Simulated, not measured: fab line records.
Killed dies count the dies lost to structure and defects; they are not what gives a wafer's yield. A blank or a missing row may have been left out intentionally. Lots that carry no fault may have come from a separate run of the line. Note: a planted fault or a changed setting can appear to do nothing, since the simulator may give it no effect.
A lot that was struck, set against a sound lot -- flow berkeley-cmos170 -- 15 steps out of a route of 331
Sound: these wafers, L832.1, L832.4, L832.6. The struck wafers were L835.1, L835.3, L835.4. At the end, the cause is stated.
Per side, at each step with rows, come the tool, then ch with its chambers, and then its first start. Under that, the readings that differ: sound wafers -- struck wafers -- difference of the means -- sigmas: that difference in standard deviations of wafers without a fault.
alike: readings whose means differ by less than 2 such deviations, and words and numbers that are the same on both sides. not compared: withheld readings, readings that some wafer has no value for, bounds like >300 that may hide the same value, and numbers for which the record gives no deviation and whose values overlap.
Wherever a step has rows on one side only, a row that says differs or no value, or a row with sigmas, the two part there. Numbers that have no deviation but don't overlap get no sigmas and don't part them. A reading missing from all wafers of one side parts the sides only when that side holds two or more wafers.

UCB170_NWELL_ETCH_13: etches Si3N4 in CH3F/Ar/O2, stops on SiO2, target depth 246.4 nm, time 154 s.
  sound on rie-diel-04 ch 0,2,3, day 3 04:19; struck on rie-diel-04 ch 0,2,3, day 3 21:08
  alike: drypump-motor-current-A, oes-product-au, throttle-valve-pct
  not compared: rf-hours-counter-h
after that, 1 step had no rows for these wafers: UCB170_NWELL_IMPLANT_14.
UCB170_NWELL_STRIP_15: strips in O2.
  sound on plasma-asher-04 ch 0, day 3 04:34; struck on plasma-asher-01 ch 0,1, day 3 21:23
reading,sound,struck,difference,sigmas
drypump-motor-current-A (A),6.2 6.2 6.2,5.0 5.9 5.0,-0.9,-2
  alike: oes-product-au, strip-time-to-endpoint-s
  not compared: rf-hours-counter-h
UCB170_NWELL_TW_MEAS_16:
  sound on film-metro-03, day 3 04:40; struck on film-metro-03, day 3 21:29
  alike: NWELL_TW
then, 6 steps without rows for these wafers: UCB170_NWELL_CLEAN_17 (cleans in SPM, time 600 s); UCB170_NWELL_WET_ETCH_18 (etches Si3N4 in H3PO4, time 14400 s); UCB170_NWELL_WET_ETCH_19 (etches SiO2 in BOE, time 22 s); UCB170_PWELL_CLEAN_00 (cleans in SPM, time 600 s); UCB170_PWELL_CLEAN_01 (cleans in dHF, time 60 s); UCB170_PWELL_OXIDATION_02 (target thk 26.4 nm, ox time 1260 s).
UCB170_PWELL_THK_MEAS_03:
  sound on film-metro-03, day 3 12:27; struck on film-metro-02, day 4 09:59
  alike: PWELL_OXIDE_THK
then, 1 step without rows for these wafers: UCB170_PWELL_ANNEAL_04 (time 900 s).
UCB170_PWELL_CVD_05: deposits Si3N4 from SiH2Cl2/NH3, target thk 220 nm, time 3300 s.
  sound on lpcvd-02 ch 0, day 3 16:05; struck on lpcvd-02 ch 1, day 4 14:04
reading,sound,struck,difference,sigmas
model.Si3N4_of_PWELL_CVD_05.thk-nm (nm),222.8 221.8 223.2,113.1 111.8 114.5,-109.5,
  alike: zone-power-centre-pct
UCB170_PWELL_THK_MEAS_06:
  sound on film-metro-04, day 3 18:00; struck on film-metro-04, day 4 16:20
reading,sound,struck,difference,sigmas
PWELL_NITRIDE_THK (nm),223.0 221.5 223.3,113.1 111.8 114.5,-109.5,-50
  not compared: hold
UCB170_M3_PROBE_99:
  the record has rows for the sound wafers here (prober-01, day 8 10:56) and none for the struck ones

== WHERE THEY PART ==
At UCB170_NWELL_STRIP_15 first; at UCB170_M3_PROBE_99 last (within this record only).

WHY: what had been put in by the simulator
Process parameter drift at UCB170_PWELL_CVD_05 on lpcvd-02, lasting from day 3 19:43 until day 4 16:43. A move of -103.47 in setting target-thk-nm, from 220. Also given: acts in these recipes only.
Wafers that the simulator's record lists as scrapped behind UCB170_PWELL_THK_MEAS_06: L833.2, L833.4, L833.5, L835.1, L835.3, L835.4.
